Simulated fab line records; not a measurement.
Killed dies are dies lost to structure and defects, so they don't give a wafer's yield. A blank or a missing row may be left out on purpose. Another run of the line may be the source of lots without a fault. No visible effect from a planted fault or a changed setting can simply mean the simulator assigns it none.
A sampling plan put to the test :: flow berkeley_cmos170 :: one line in one fab, 39 faults in these records, each fault weighed on the records of the lots it struck
Plan = the line's own looks (route steps where a gauge or an inspection reads the wafer without altering it). A look can be judged if struck wafers have a number there and the file gives its usual mean and standard deviation on fault-free wafers. Caught: at a look after the fault's first step, the mean of the struck wafers lies 4 or more of those standard deviations (sigma) from the usual mean. On the tool: here the same test is run on the tool's own readings at the fault's steps. Another recipe on the struck wafers, or a record that is blank for them alone, also counts as caught.

THE FAULTS, as the simulator had put them in
1. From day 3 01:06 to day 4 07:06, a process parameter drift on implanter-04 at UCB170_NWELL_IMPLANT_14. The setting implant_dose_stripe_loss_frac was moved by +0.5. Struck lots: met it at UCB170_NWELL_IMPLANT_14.
2. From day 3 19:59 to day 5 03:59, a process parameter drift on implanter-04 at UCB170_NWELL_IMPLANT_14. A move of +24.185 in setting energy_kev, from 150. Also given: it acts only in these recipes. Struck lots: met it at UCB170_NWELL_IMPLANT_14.
3. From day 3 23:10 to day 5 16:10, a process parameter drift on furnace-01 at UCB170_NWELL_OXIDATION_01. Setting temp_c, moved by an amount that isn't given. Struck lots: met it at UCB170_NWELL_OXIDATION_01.
4. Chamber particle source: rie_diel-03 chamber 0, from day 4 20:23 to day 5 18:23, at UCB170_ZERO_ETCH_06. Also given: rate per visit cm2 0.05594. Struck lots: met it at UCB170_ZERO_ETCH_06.
5. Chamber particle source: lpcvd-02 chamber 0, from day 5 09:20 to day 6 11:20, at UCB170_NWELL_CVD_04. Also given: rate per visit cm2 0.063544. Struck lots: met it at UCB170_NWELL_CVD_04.
6. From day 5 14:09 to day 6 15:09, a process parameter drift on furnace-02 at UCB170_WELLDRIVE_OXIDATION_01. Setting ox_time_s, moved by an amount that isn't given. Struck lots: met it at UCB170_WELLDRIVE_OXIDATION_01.
7. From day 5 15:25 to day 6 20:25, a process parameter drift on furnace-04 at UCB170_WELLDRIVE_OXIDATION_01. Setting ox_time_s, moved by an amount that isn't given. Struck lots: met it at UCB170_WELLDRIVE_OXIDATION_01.
8. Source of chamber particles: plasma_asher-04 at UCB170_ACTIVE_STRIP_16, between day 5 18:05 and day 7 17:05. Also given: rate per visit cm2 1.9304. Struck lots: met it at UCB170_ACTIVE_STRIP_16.
9. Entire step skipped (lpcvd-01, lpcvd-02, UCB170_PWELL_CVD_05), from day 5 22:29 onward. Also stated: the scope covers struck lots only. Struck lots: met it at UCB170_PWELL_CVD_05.
10. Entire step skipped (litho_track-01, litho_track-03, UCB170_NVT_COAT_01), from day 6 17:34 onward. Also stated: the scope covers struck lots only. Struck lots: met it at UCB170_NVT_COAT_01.
11. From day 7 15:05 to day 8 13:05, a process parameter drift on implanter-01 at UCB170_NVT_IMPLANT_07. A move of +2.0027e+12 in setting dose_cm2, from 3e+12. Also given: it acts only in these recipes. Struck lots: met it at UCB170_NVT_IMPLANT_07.
12. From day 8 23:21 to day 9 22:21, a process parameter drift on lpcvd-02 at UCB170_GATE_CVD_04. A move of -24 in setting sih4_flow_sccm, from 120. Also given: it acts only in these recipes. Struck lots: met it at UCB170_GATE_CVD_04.
13. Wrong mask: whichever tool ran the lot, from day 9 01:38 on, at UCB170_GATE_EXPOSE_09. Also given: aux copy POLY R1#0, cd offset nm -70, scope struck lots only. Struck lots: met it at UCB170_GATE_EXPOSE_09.
14. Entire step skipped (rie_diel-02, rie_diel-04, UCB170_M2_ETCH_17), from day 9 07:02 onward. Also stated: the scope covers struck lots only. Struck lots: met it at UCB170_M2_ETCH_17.
15. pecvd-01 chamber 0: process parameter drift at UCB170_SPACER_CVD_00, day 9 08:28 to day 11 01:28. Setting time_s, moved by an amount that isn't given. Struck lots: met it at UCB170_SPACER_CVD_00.
16. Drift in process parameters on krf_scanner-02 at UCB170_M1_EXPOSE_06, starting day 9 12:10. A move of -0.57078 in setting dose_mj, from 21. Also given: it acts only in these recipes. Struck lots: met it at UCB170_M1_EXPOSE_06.
17. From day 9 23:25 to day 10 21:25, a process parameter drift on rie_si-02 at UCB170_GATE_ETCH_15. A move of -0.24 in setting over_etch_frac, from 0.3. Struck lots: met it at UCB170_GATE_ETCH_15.
18. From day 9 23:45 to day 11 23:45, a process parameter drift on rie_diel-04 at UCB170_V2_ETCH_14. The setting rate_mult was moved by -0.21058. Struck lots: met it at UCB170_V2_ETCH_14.
19. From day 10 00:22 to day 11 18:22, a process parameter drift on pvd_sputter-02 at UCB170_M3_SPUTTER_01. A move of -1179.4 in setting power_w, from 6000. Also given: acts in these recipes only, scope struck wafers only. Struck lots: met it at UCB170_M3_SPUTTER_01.
20. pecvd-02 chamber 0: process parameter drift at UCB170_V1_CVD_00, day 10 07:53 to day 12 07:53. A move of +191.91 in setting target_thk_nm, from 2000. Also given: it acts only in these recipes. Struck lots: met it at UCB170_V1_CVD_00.
21. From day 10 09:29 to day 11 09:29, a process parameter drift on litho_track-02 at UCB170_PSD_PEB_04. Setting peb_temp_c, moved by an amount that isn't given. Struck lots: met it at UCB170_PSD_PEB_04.
22. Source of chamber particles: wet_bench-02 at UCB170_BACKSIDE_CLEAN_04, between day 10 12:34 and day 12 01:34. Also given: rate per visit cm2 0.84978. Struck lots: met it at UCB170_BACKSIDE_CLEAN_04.
23. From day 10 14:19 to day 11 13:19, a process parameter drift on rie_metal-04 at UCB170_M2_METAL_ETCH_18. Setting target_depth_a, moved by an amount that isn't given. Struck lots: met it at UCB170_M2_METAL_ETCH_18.
24. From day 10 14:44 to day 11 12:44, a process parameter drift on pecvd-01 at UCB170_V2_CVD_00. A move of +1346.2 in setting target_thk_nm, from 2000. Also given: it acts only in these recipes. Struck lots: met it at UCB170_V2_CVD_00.
25. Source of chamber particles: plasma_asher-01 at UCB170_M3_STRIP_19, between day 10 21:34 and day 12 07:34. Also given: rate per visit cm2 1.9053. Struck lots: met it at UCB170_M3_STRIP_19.
26. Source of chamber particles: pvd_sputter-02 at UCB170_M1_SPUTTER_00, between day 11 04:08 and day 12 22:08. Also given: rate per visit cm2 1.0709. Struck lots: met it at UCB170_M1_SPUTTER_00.
27. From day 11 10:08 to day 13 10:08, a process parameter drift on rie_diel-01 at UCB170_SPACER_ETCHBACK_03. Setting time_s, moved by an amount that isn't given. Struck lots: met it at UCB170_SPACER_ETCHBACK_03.
28. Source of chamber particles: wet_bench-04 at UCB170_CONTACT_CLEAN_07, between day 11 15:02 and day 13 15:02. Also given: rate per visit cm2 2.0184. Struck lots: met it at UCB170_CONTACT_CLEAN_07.
29. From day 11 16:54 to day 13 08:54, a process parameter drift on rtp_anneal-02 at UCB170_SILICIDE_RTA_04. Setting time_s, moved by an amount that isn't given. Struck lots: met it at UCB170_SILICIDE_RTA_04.
30. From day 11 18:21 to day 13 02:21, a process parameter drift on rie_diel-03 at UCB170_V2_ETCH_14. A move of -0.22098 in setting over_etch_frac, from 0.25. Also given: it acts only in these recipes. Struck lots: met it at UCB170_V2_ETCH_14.
31. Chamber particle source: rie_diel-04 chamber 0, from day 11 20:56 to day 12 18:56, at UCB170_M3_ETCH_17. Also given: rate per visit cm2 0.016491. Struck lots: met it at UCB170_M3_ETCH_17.
32. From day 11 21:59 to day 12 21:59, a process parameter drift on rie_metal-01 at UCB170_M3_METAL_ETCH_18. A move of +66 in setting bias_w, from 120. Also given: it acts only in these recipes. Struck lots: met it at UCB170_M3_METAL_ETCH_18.
33. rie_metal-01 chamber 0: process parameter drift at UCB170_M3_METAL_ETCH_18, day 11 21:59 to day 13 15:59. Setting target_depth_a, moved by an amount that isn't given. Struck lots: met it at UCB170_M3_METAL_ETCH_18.
34. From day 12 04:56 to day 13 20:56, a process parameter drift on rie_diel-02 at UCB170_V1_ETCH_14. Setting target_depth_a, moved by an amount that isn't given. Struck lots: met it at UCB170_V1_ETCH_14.
35. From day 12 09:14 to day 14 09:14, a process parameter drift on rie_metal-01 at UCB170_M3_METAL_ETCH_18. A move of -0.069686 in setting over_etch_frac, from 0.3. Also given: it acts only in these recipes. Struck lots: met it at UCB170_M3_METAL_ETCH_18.
36. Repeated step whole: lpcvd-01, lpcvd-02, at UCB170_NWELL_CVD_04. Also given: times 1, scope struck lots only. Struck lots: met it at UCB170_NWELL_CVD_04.
37. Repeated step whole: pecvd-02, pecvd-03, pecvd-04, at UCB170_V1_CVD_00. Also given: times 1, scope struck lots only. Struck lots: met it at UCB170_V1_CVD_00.
38. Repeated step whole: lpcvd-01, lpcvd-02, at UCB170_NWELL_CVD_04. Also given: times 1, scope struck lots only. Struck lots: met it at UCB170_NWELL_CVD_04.
39. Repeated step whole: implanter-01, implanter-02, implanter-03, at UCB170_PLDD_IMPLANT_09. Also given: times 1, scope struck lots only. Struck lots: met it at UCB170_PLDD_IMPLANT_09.

WHAT THE PLAN SAW
fault: 1
on the tool itself: under 2 sigma
first look that catches it: none of the 3 looks that can be judged after it
reading, sigma: strongest: NWELL_TW at UCB170_NWELL_TW_MEAS_16, -3.6
median hours from its first step to that look: -
hours from the fault's start to the first struck lot there: -
judged looks passed uncaught: 3

fault: 2
on the tool itself: beam_energy_keV +99 or beyond sigma
first look that catches it: UCB170_NWELL_TW_MEAS_16
reading, sigma: NWELL_TW +5.9
median hours from its first step to that look: 0.2
hours from the fault's start to the first struck lot there: 5
judged looks passed uncaught: 0

fault: 3
on the tool itself: tube_center_temp_C +99 or beyond sigma
first look that catches it: UCB170_NWELL_THK_MEAS_02
reading, sigma: NWELL_OXIDE_THK +16
median hours from its first step to that look: 1.4
hours from the fault's start to the first struck lot there: 6
judged looks passed uncaught: 0

fault: 4
on the tool itself: under 2 sigma
first look that catches it: none of the 6 looks that can be judged after it
reading, sigma: -
median hours from its first step to that look: -
hours from the fault's start to the first struck lot there: -
judged looks passed uncaught: 6

fault: 5
on the tool itself: under 2 sigma
first look that catches it: no look after it can be judged
reading, sigma: -
median hours from its first step to that look: -
hours from the fault's start to the first struck lot there: -
judged looks passed uncaught: 0

fault: 6
on the tool itself: under 2 sigma
first look that catches it: UCB170_WELLDRIVE_THK_MEAS_02
reading, sigma: WELLDRIVE_OXIDE_THK -13
median hours from its first step to that look: 3.5
hours from the fault's start to the first struck lot there: 18
judged looks passed uncaught: 0

fault: 7
on the tool itself: under 2 sigma
first look that catches it: UCB170_WELLDRIVE_THK_MEAS_02
reading, sigma: WELLDRIVE_OXIDE_THK -19
median hours from its first step to that look: 3.5
hours from the fault's start to the first struck lot there: 10
judged looks passed uncaught: 0

fault: 8
on the tool itself: under 2 sigma
first look that catches it: none of the 2 looks that can be judged after it
reading, sigma: -
median hours from its first step to that look: -
hours from the fault's start to the first struck lot there: -
judged looks passed uncaught: 2

fault: 9
on the tool itself: the tool's record is blank for the struck wafers
first look that catches it: no look after it can be judged
reading, sigma: -
median hours from its first step to that look: -
hours from the fault's start to the first struck lot there: -
judged looks passed uncaught: 0

fault: 10
on the tool itself: the tool's record is blank for the struck wafers
first look that catches it: UCB170_PVT_TW_MEAS_09
reading, sigma: PVT_TW +83
median hours from its first step to that look: 3.6
hours from the fault's start to the first struck lot there: 13
judged looks passed uncaught: 0

fault: 11
on the tool itself: dose_ions_cm2 +99 or beyond sigma
first look that catches it: UCB170_NVT_TW_MEAS_09
reading, sigma: NVT_TW +27
median hours from its first step to that look: 0.2
hours from the fault's start to the first struck lot there: 0
judged looks passed uncaught: 0

fault: 12
on the tool itself: sih4_flow_sccm -68 sigma
first look that catches it: UCB170_GATE_THK_MEAS_05
reading, sigma: GATE_POLY_THK -22
median hours from its first step to that look: 1.4
hours from the fault's start to the first struck lot there: 21
judged looks passed uncaught: 0

fault: 13
on the tool itself: no reading that can be judged
first look that catches it: UCB170_GATE_CD_MEAS_12
reading, sigma: cd_nm -41
median hours from its first step to that look: 0.7
hours from the fault's start to the first struck lot there: 20
judged looks passed uncaught: 0

fault: 14
on the tool itself: the tool's record is blank for the struck wafers
first look that catches it: no look after it can be judged
reading, sigma: -
median hours from its first step to that look: -
hours from the fault's start to the first struck lot there: -
judged looks passed uncaught: 0

fault: 15
on the tool itself: run_length_s +20 sigma
first look that catches it: UCB170_SPACER_THK_MEAS_01
reading, sigma: SPACER_TEOS_THK +17
median hours from its first step to that look: 0.1
hours from the fault's start to the first struck lot there: 20
judged looks passed uncaught: 0

fault: 16
on the tool itself: exposure_dose_mJ_cm2 -24 sigma
first look that catches it: not the one look that can be judged after it
reading, sigma: strongest: cd_nm at UCB170_M1_CD_MEAS_09, +2.9
median hours from its first step to that look: -
hours from the fault's start to the first struck lot there: -
judged looks passed uncaught: 1

fault: 17
on the tool itself: oes_product_au +6.5 sigma
first look that catches it: no look after it can be judged
reading, sigma: -
median hours from its first step to that look: -
hours from the fault's start to the first struck lot there: -
judged looks passed uncaught: 0

fault: 18
on the tool itself: under 2 sigma
first look that catches it: no look after it can be judged
reading, sigma: -
median hours from its first step to that look: -
hours from the fault's start to the first struck lot there: -
judged looks passed uncaught: 0

fault: 19
on the tool itself: cathode_dc_power_W -99 or beyond sigma
first look that catches it: UCB170_M3_RS_MEAS_02
reading, sigma: M3_AL_RS +18
median hours from its first step to that look: 0.2
hours from the fault's start to the first struck lot there: 2
judged looks passed uncaught: 0

fault: 20
on the tool itself: under 2 sigma
first look that catches it: UCB170_V1_THK_MEAS_01
reading, sigma: V1_TEOS_THK +7.8
median hours from its first step to that look: 0.2
hours from the fault's start to the first struck lot there: 42
judged looks passed uncaught: 0

fault: 21
on the tool itself: heater_power_total_W -32 sigma
first look that catches it: UCB170_PSD_CD_MEAS_06
reading, sigma: cd_nm -14
median hours from its first step to that look: 0.3
hours from the fault's start to the first struck lot there: 0
judged looks passed uncaught: 0

fault: 22
on the tool itself: under 2 sigma
first look that catches it: no look after it can be judged
reading, sigma: -
median hours from its first step to that look: -
hours from the fault's start to the first struck lot there: -
judged looks passed uncaught: 0

fault: 23
on the tool itself: oes_product_au -12 sigma
first look that catches it: not the one look that can be judged after it
reading, sigma: strongest: cd_nm at UCB170_M2_CD_MEAS_90, -2.7
median hours from its first step to that look: -
hours from the fault's start to the first struck lot there: -
judged looks passed uncaught: 1

fault: 24
on the tool itself: under 2 sigma
first look that catches it: UCB170_V2_THK_MEAS_01
reading, sigma: V2_TEOS_THK +41
median hours from its first step to that look: 0.1
hours from the fault's start to the first struck lot there: 16
judged looks passed uncaught: 0

fault: 25
on the tool itself: under 2 sigma
first look that catches it: no look after it can be judged
reading, sigma: -
median hours from its first step to that look: -
hours from the fault's start to the first struck lot there: -
judged looks passed uncaught: 0

fault: 26
on the tool itself: under 2 sigma
first look that catches it: no look after it can be judged
reading, sigma: -
median hours from its first step to that look: -
hours from the fault's start to the first struck lot there: -
judged looks passed uncaught: 0

fault: 27
on the tool itself: run_length_s -53 sigma
first look that catches it: no look after it can be judged
reading, sigma: -
median hours from its first step to that look: -
hours from the fault's start to the first struck lot there: -
judged looks passed uncaught: 0

fault: 28
on the tool itself: under 2 sigma
first look that catches it: none of the 3 looks that can be judged after it
reading, sigma: -
median hours from its first step to that look: -
hours from the fault's start to the first struck lot there: -
judged looks passed uncaught: 3

fault: 29
on the tool itself: under 2 sigma
first look that catches it: none of the 6 looks that can be judged after it
reading, sigma: -
median hours from its first step to that look: -
hours from the fault's start to the first struck lot there: -
judged looks passed uncaught: 6

fault: 30
on the tool itself: oes_product_au +8.0 sigma
first look that catches it: not the one look that can be judged after it
reading, sigma: -
median hours from its first step to that look: -
hours from the fault's start to the first struck lot there: -
judged looks passed uncaught: 1

fault: 31
on the tool itself: under 2 sigma
first look that catches it: no look after it can be judged
reading, sigma: -
median hours from its first step to that look: -
hours from the fault's start to the first struck lot there: -
judged looks passed uncaught: 0

fault: 32
on the tool itself: bias_w +99 or beyond sigma
first look that catches it: not the one look that can be judged after it
reading, sigma: -
median hours from its first step to that look: -
hours from the fault's start to the first struck lot there: -
judged looks passed uncaught: 1

fault: 33
on the tool itself: oes_product_au +19 sigma
first look that catches it: UCB170_M3_CD_MEAS_90
reading, sigma: cd_nm +4.0
median hours from its first step to that look: 0.3
hours from the fault's start to the first struck lot there: 7
judged looks passed uncaught: 0

fault: 34
on the tool itself: only faintly: oes_product_au +2.3 sigma
first look that catches it: not the one look that can be judged after it
reading, sigma: -
median hours from its first step to that look: -
hours from the fault's start to the first struck lot there: -
judged looks passed uncaught: 1

fault: 35
on the tool itself: only faintly: oes_product_au +3.7 sigma
first look that catches it: no look after it can be judged
reading, sigma: -
median hours from its first step to that look: -
hours from the fault's start to the first struck lot there: -
judged looks passed uncaught: 0

fault: 36
on the tool itself: under 2 sigma
first look that catches it: UCB170_NWELL_THK_MEAS_05
reading, sigma: NWELL_NITRIDE_THK +91
median hours from its first step to that look: 5.2
hours from the fault's start to the first struck lot there: -
judged looks passed uncaught: 0

fault: 37
on the tool itself: under 2 sigma
first look that catches it: UCB170_V1_THK_MEAS_01
reading, sigma: V1_TEOS_THK +77
median hours from its first step to that look: 0.5
hours from the fault's start to the first struck lot there: -
judged looks passed uncaught: 0

fault: 38
on the tool itself: under 2 sigma
first look that catches it: UCB170_NWELL_THK_MEAS_05
reading, sigma: NWELL_NITRIDE_THK +93
median hours from its first step to that look: 4.1
hours from the fault's start to the first struck lot there: -
judged looks passed uncaught: 0

fault: 39
on the tool itself: under 2 sigma
first look that catches it: UCB170_PLDD_TW_MEAS_11
reading, sigma: PLDD_TW +27
median hours from its first step to that look: 0.6
hours from the fault's start to the first struck lot there: -
judged looks passed uncaught: 0
A dash: this means the fault isn't caught or the number doesn't appear in these records.

Caught at a look: 18 of 39. Caught on the tool: 17 of 39. By one or the other: 26 of 39.
Faults caught by the tool alone: 9, 14, 16, 17, 23, 27, 30, 32.
Caught at a look alone: faults 6, 7, 13, 20, 24, 36, 37, 38, 39.
Caught by neither: faults 1, 4, 5, 8, 18, 22, 25, 26, 28, 29, 31, 34, 35.

THINNER SAMPLING
Were the look that catches a fault to measure just every second or every third lot (counted by lot number), the first struck lot would, at worst, be measured this late:
fault: 2
struck lots at that look, in order of time: L273, L276, L278
every lot: 5 h
every second lot: 19 h
every third lot: may miss all 3

fault: 3
struck lots at that look, in order of time: L185, L186
every lot: 6 h
every second lot: 10 h
every third lot: may miss all 2

fault: 6
struck lots at that look, in order of time: L726, L727
every lot: 18 h
every second lot: 18 h
every third lot: may miss all 2

fault: 7
struck lots at that look, in order of time: L644, L645
every lot: 10 h
every second lot: 10 h
every third lot: may miss all 2

fault: 10
struck lots at that look, in order of time: L651, L652
every lot: 13 h
every second lot: 13 h
every third lot: may miss all 2

fault: 11
struck lots at that look, in order of time: L808, L806
every lot: 0 h
every second lot: may miss all 2
every third lot: may miss all 2

fault: 12
struck lots at that look, in order of time: L743, L746, L744
every lot: 21 h
every second lot: 21 h
every third lot: may miss all 3

fault: 13
struck lots at that look, in order of time: L786
every lot: 20 h
every second lot: may miss it
every third lot: may miss it

fault: 15
struck lots at that look, in order of time: L765, L768
every lot: 20 h
every second lot: 32 h
every third lot: may miss all 2

fault: 19
struck lots at that look, in order of time: L684, L688
every lot: 2 h
every second lot: may miss all 2
every third lot: may miss all 2

fault: 20
struck lots at that look, in order of time: L140
every lot: 42 h
every second lot: may miss it
every third lot: may miss it

fault: 21
struck lots at that look, in order of time: L697, L702
every lot: 0 h
every second lot: 14 h
every third lot: may miss all 2

fault: 24
struck lots at that look, in order of time: L856, L857
every lot: 16 h
every second lot: 17 h
every third lot: may miss all 2

fault: 33
struck lots at that look, in order of time: L765, L769
every lot: 7 h
every second lot: may miss all 2
every third lot: may miss all 2
Hours: fault start to first struck lot measured. Since the struck wafers were tested as one group against 4 sigma, a single lot by itself may lie under the limit. Other struck lots may not be in these records.

THE LONGEST TIMED WAY FROM STEP TO LOOK
Fault 36: median gap of 5.2 hours between UCB170_NWELL_CVD_04 and UCB170_NWELL_THK_MEAS_05. No look between them can be judged.
